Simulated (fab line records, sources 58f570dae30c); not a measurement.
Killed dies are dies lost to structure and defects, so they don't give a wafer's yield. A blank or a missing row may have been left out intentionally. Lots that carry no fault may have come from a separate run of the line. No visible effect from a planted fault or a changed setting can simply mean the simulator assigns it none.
The tool behind it: which one? -- flow berkeley cmos170 -- 15 lots with 45 wafers sampled at 4 steps, on a route of 331 steps

== WHAT EACH GAUGE READ, for each wafer ==
UCB170_NVT_OVL_MEAS_06. Usual: NVT_OVL gives 0 nm (standard deviation 6).
lot,measured,on,NVT_OVL (nm),flag
L271,day 6 21:13,overlay-02,10 1 4,
L272,day 6 21:40,overlay-01,-2 0 0,
L274,day 7 07:17,overlay-01,1 3 0,
L273,day 7 08:07,overlay-02,-1 -3 -1,
L276,day 7 16:11,overlay-01,0 -1 -5,
L277,day 7 16:21,overlay-02,4 -4 0,
L281,day 9 06:19,overlay-01,1 -8 -2,
L284,day 9 19:55,overlay-02,5 5 7,
L285,day 10 16:16,overlay-02,-3 -11 -7,
L286,day 10 16:25,overlay-01,9 10 13,
L287,day 10 16:41,overlay-01,1 1 7,
L289,day 11 04:06,overlay-01,-11 -10 -10,
L290,day 11 04:20,overlay-02,-5 6 -1,
L291,day 11 18:40,overlay-02,-11 -14 -13,
L293,day 12 01:18,overlay-01,1 9 7,

UCB170_GATE_THK_MEAS_02. Usual: GATE_OXIDE_THK gives 6.61 nm (standard deviation 0.1).
lot,measured,on,GATE_OXIDE_THK (nm),flag
L271,day 7 04:44,film metro-03,6.55 6.56 6.48,
L272,day 7 04:45,film metro-01,6.48 6.45 6.47,
L274,day 7 16:05,film metro-03,6.55 6.51 6.54,
L273,day 7 16:05,film metro-01,6.55 6.63 6.57,
L276,day 8 04:10,film metro-02,6.68 6.61 6.59,
L277,day 8 04:09,film metro-03,6.63 6.61 6.63,
L281,day 9 20:13,film metro-03,6.52 6.53 6.53,
L284,day 10 08:19,film metro-01,6.67 6.72 6.69,
L285,day 11 03:05,film metro-02,6.85 6.64 6.59,
L286,day 11 03:02,film metro-02,6.60 6.58 6.70,
L287,day 11 03:05,film metro-03,6.69 6.66 6.47,
L289,day 11 11:06,film metro-03,6.67 6.67 6.71,
L290,day 11 11:05,film metro-01,6.54 6.49 6.51,
L291,day 12 05:25,film metro-02,6.54 6.44 6.43,
L293,day 12 10:11,film metro-03,6.74 6.85 6.71,

UCB170_PSD_CD_MEAS_06: the cd target is 1200 nm. Usual: cd nm reads 1199.9 nm (standard deviation 1.7).
lot,measured,on,cd nm (nm),flag
L271,day 8 05:11,cd sem-02,1196.8 1197.4 1196.9,
L272,day 8 05:02,cd sem-02,1198.4 1198.0 1198.7,
L274,day 8 18:23,cd sem-02,1201.0 1201.8 1201.5,
L273,day 8 18:14,cd sem-01,1200.3 1197.7 1198.7,
L276,day 9 09:12,cd sem-02,1201.9 1202.8 1203.0,
L277,day 9 08:54,cd sem-01,1198.0 1199.7 1197.8,
L281,day 10 23:49,cd sem-02,1200.1 1199.4 1198.6,
L284,day 11 00:02,cd sem-01,1201.8 1203.0 1202.8,
L285,day 12 03:13,cd sem-01,1201.6 1200.1 1202.0,
L286,day 12 02:33,cd sem-01,1198.2 1198.6 1198.1,
L287,day 12 02:20,cd sem-01,1200.6 1202.0 1201.4,
L289,day 12 05:08,cd sem-01,1200.8 1201.1 1200.5,
L290,day 12 05:19,cd sem-02,1198.1 1197.3 1196.8,
L291,day 13 19:54,cd sem-01,1202.0 1200.7 1201.0,
L293,day 14 04:10,cd sem-02,1200.2 1200.1 1199.4,

== EACH LOT AND THE TOOL THAT RAN IT (in order: tool; ch and the chambers of the sampled wafers; start) ==
lot,UCB170_PLDD_EXPOSE_03
L271,"krf scanner-01 ch 0, day 7 14:18"
L272,"krf scanner-02 ch 0, day 7 14:34"
L274,"krf scanner-01, day 8 03:20"
L273,"krf scanner-01, day 8 03:58"
L276,"krf scanner-01 ch 0, day 8 19:31"
L277,"krf scanner-01, day 8 19:01"
L281,"krf scanner-01 ch 0, day 10 11:04"
L284,"krf scanner-01 ch 0, day 10 17:56"
L285,"krf scanner-02 ch 0, day 11 14:04"
L286,"krf scanner-02 ch 0, day 11 13:33"
L287,"krf scanner-02 ch 0, day 11 13:45"
L289,"krf scanner-01 ch 0, day 11 20:58"
L290,"krf scanner-01 ch 0, day 11 21:04"
L291,"krf scanner-02 ch 0, day 12 16:02"
L293,"krf scanner-02 ch 0, day 13 13:13"
- UCB170_PLDD_EXPOSE_03: exposes mask PSELECT, target cd 1200 nm.

== AS READ BY THE TOOLS THEMSELVES (means over the sampled wafers that have a number; for cases with no such wafer, the mark the record gives instead) ==
UCB170_PLDD_EXPOSE_03. Usual: exposure dose mJ cm2 29.996, standard deviation 0.029; focus offset nm 0.1 nm, standard deviation 0.55; reticle temp C 23.00 C, standard deviation 0.1.
lot,tool,exposure dose mJ cm2,focus offset nm (nm),reticle temp C (C),flag
L271,krf scanner-01,29.994,0.3,22.86,
L272,krf scanner-02,30.008,-0.6,22.87,
L274,krf scanner-01,-,-,-,OFF
L273,krf scanner-01,-,-,-,OFF
L276,krf scanner-01,29.997,-0.7,22.98,
L277,krf scanner-01,-,-,-,OFF
L281,krf scanner-01,29.981,-0.0,23.00,
L284,krf scanner-01,29.979,0.6,23.05,
L285,krf scanner-02,30.009,-0.1,22.98,
L286,krf scanner-02,30.024,0.1,23.09,
L287,krf scanner-02,29.978,0.6,23.14,
L289,krf scanner-01,30.003,0.6,23.19,
L290,krf scanner-01,29.987,0.2,23.00,
L291,krf scanner-02,29.968,-0.1,22.99,
L293,krf scanner-02,29.966,0.7,22.94,

== THE ANSWER, worked out from the rows above alone ==
Rule: lot off if the mean of its wafers having a number is beyond 3 standard deviations from the usual mean. A lot without any number at a reading at which 4 lots or more have one is off too. The other lots that the step has rows for count as sound. The gauges are gone through in route order, then the tools' own readings, and for those a lot's mean is taken as printed above. The first step at which some lot is off is used, and at that step the reading that is off furthest; a lot without a number counts as furthest.
Off, at UCB170_PLDD_EXPOSE_03 on exposure dose mJ cm2: L274, L273, L277. Without a number there: L274, L273, L277.
A tool fits if, at that step or a process step before it, it ran every lot that is off, and no sound lot after the first of them. None of those tried fits.

== WHAT THE SIMULATOR PUT IN ==
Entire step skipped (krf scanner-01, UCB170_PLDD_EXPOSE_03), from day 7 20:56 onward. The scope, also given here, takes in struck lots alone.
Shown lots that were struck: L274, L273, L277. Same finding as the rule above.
